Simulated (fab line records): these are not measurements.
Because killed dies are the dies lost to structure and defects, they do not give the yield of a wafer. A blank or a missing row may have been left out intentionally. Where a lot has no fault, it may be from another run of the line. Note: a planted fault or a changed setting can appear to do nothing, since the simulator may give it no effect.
8D (eight disciplines) problem report, filled in by code ; flow ritCmos ; the parts of the form that need people (team, actions taken, sign-off) are left out

## 1. THE ISSUE
Wafers without a fault read 6.6, standard deviation 2.9; killedAtFrontEnd at RIT_M1_PROBE_99 reads a mean of 23.2 on 4 wafers belonging to 2 lots. That is +5.7 standard deviations from the usual mean.
Seen first at day 6 12:49 on prober-01, wafer L739.1. The record holds 6 wafers of 2 lots with a number at this step. By rule, "out" or "out of limits" means more than 4 standard deviations away from the usual mean. The other wafers with a number count as sound.

## 2. WHAT IT IS; WHAT IT IS NOT
question;is;is not
which readings at this step;killedAtFrontEnd, killedDies;killedAtContacts, killedOpen, killedShort
which lots;L739, L740;-
which wafers of those lots;L739.1, L739.5, L740.3, L740.5;L739.6, L740.4
read on which tools;prober-01, prober-02;-
when;from day 6 12:49;"up to then (0 sound wafers); but 2 sound wafers of L739, L740 came after"

## 3. WHAT RULES OUT EACH SUSPECT
Counting: if a tool at a process step up to the reading ran every lot that is out, it stays a suspect. Sound lots after the first of them don't rule it out here, since some wafers of a struck lot are sound.
- plasmaAsher-04 at RIT_NSD_STRIP_09 (strips in O2, time 180 s): kept. It ran every lot that is out, first L739 (day 6 02:46).
- Within plasmaAsher-04 at RIT_NSD_STRIP_09, the wafers that are out were processed in chamber 1 and their sound lot-mates in chamber 0.
Remaining after the count: plasmaAsher-04 at RIT_NSD_STRIP_09.

## 4. THE CAUSE (what the simulator had put in)
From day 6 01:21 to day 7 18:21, plasmaAsher-04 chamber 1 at RIT_NSD_STRIP_09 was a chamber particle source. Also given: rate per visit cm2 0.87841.
Only this tool survived the counting.

## 5. SEQUENCE OF EFFECTS, ordered by route
Each row: a reading whose mean over the struck wafers that have a number lies more than 3 standard deviations from the usual. Scope: only readings with a usual standard deviation given in the record; hours: median across lots of the time from each lot's start at the first step in this table that gives one to its start at this step; sigmas: change in usual standard deviations.
hours;step;reading;usual;on struck wafers;change;sigmas
0;RIT_M1_PROBE_99;killedAtFrontEnd;6.6;23.2;+16.6;+5.7
0;RIT_M1_PROBE_99;killedDies;6.6;23.2;+16.6;+5.5
0;RIT_M1_PROBE_99;killedOnRim;1.7;8.5;+6.8;+4.9
Process steps it contains:
- RIT_M1_PROBE_99

## 6. WHAT WOULD HAVE CAUGHT IT SOONER
In this record no reading fell out of limits until day 6 12:49, 11 hours after the fault had begun at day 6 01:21.
Tool readings at RIT_NSD_STRIP_09 with a usual standard deviation given in the record: none out on any struck wafer, hence no alarm at a limit of 4 standard deviations on them.
By day 6 12:49, every lot that is out (2) had started RIT_NSD_STRIP_09 on plasmaAsher-04. Tool hold at that time: it would have spared none of them.
